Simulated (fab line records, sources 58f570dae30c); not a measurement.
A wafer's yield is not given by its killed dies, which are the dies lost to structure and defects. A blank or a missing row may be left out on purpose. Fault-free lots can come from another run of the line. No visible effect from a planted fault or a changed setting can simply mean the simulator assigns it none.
A struck lot beside a sound one || flow berkeley_cmos170 || 24 steps out of a route of 331
Sound: the wafers L504.1, L504.4, L504.6. The struck wafers were L520.2, L520.3, L520.5. At the end, the cause is stated.
Per side, at each step with rows, come the tool, then ch with its chambers, and then its first start. Under that, the readings that differ: sound wafers || struck wafers || difference of the means || sigmas: that difference in standard deviations of wafers without a fault.
alike: same words and numbers on both sides, and readings whose means sit less than 2 such deviations apart. not compared: any withheld reading, any reading some wafer has no value for, any bound like >300 that may hide the same value, and any number with overlapping values for which the record gives no deviation.
A row with sigmas, a row that says differs or no value, or rows on one side alone: a step with any of these is where the two part. Non-overlapping numbers with no deviation appear without sigmas and do not part them. A reading that every wafer of one side lacks parts them only if that side has two wafers or more.

first, 6 steps without rows for these wafers: UCB170_ZERO_HMDS_00 (prime time 60 s); UCB170_ZERO_COAT_01 (resist thk 900 nm); UCB170_ZERO_SOFTBAKE_02 (time 60 s); UCB170_ZERO_EXPOSE_03 (exposes mask PM MARKS, target cd 4000 nm); UCB170_ZERO_PEB_04; UCB170_ZERO_DEVELOP_05 (develop time 45 s).
UCB170_ZERO_ETCH_06: etches SiO2 in CHF3/CF4/Ar, time 12 s.
  sound on rie_diel-02 ch 1,2, day 2 00:15; struck on rie_diel-03 ch 1,2,3, day 5 07:33
  alike: drypump_motor_current_A, oes_product_au, throttle_valve_pct
  not compared: rf_hours_counter_h
UCB170_ZERO_STRIP_07: strips in O2.
  sound on plasma_asher-01 ch 0,1, day 2 00:16; struck on plasma_asher-02 ch 0, day 5 07:34
  alike: drypump_motor_current_A, oes_product_au, strip_time_to_endpoint_s
  not compared: rf_hours_counter_h
then, 2 steps without rows for these wafers: UCB170_NWELL_WET_ETCH_00 (etches SiO2 in dHF, time 200 s); UCB170_NWELL_OXIDATION_01 (target thk 26.4 nm, ox time 1260 s).
UCB170_NWELL_THK_MEAS_02:
  sound on film_metro-03, day 2 04:44; struck on film_metro-02, day 5 10:45
  alike: NWELL_OXIDE_THK
then, 1 step without rows for these wafers: UCB170_NWELL_ANNEAL_03 (time 900 s).
UCB170_NWELL_CVD_04: deposits Si3N4 from SiH2Cl2/NH3, target thk 224 nm, time 3360 s.
  sound on lpcvd-01 ch 0, day 2 07:53; struck on lpcvd-02 ch 1, day 5 18:12
  alike: spike_tc_source_C
UCB170_NWELL_THK_MEAS_05:
  sound on film_metro-03, day 2 09:50; struck on film_metro-01, day 5 20:08
{"reading": "NWELL_NITRIDE_THK (nm)", "sound": "224.5 227.5 227.9", "struck": "451.5 450.7 451.2", "difference": "+224.5", "sigmas": "+83"}
then, 6 steps without rows for these wafers: UCB170_NWELL_HMDS_06 (prime time 60 s); UCB170_NWELL_COAT_07 (resist thk 900 nm); UCB170_NWELL_SOFTBAKE_08 (time 60 s); UCB170_NWELL_EXPOSE_09 (exposes mask NWELL, target cd 3000 nm); UCB170_NWELL_PEB_10; UCB170_NWELL_DEVELOP_11 (develop time 45 s).
UCB170_NWELL_OVL_MEAS_12:
  sound on overlay-02, day 2 11:36; struck on overlay-01, day 5 21:19
  alike: NWELL_OVL
UCB170_NWELL_ETCH_13: etches Si3N4 in CH3F/Ar/O2, stops on SiO2, target depth 246.4 nm, time 154 s.
  sound on rie_diel-04 ch 0,2, day 2 11:38; struck on rie_diel-04 ch 0,2,3, day 5 21:21
{"reading": "oes_product_au (a.u.)", "sound": "0.962 0.976 0.990", "struck": "1.042 1.032 1.015", "difference": "+0.054", "sigmas": "+3"}
{"reading": "model.etch.depth_nm (nm)", "sound": "224.3 227.4 227.9", "struck": "251.4 250 251.3", "difference": "+24.4", "sigmas": ""}
  alike: drypump_motor_current_A, throttle_valve_pct
  not compared: rf_hours_counter_h
following that, these wafers have no rows for 1 step: UCB170_NWELL_IMPLANT_14.
-- the record jumps here: 7 days lie between the struck wafers' starts before and after (it left off in module NWELL and takes up again in module M3, whose first step shown is number 331 of the route) --
UCB170_M3_PROBE_99:
  the record has rows for the struck wafers here (prober-01, day 12 14:12) and none for the sound ones

## WHERE THEY PART
Earliest at UCB170_NWELL_THK_MEAS_05; latest, in this record, at UCB170_M3_PROBE_99.

WHY: what the simulator had put in
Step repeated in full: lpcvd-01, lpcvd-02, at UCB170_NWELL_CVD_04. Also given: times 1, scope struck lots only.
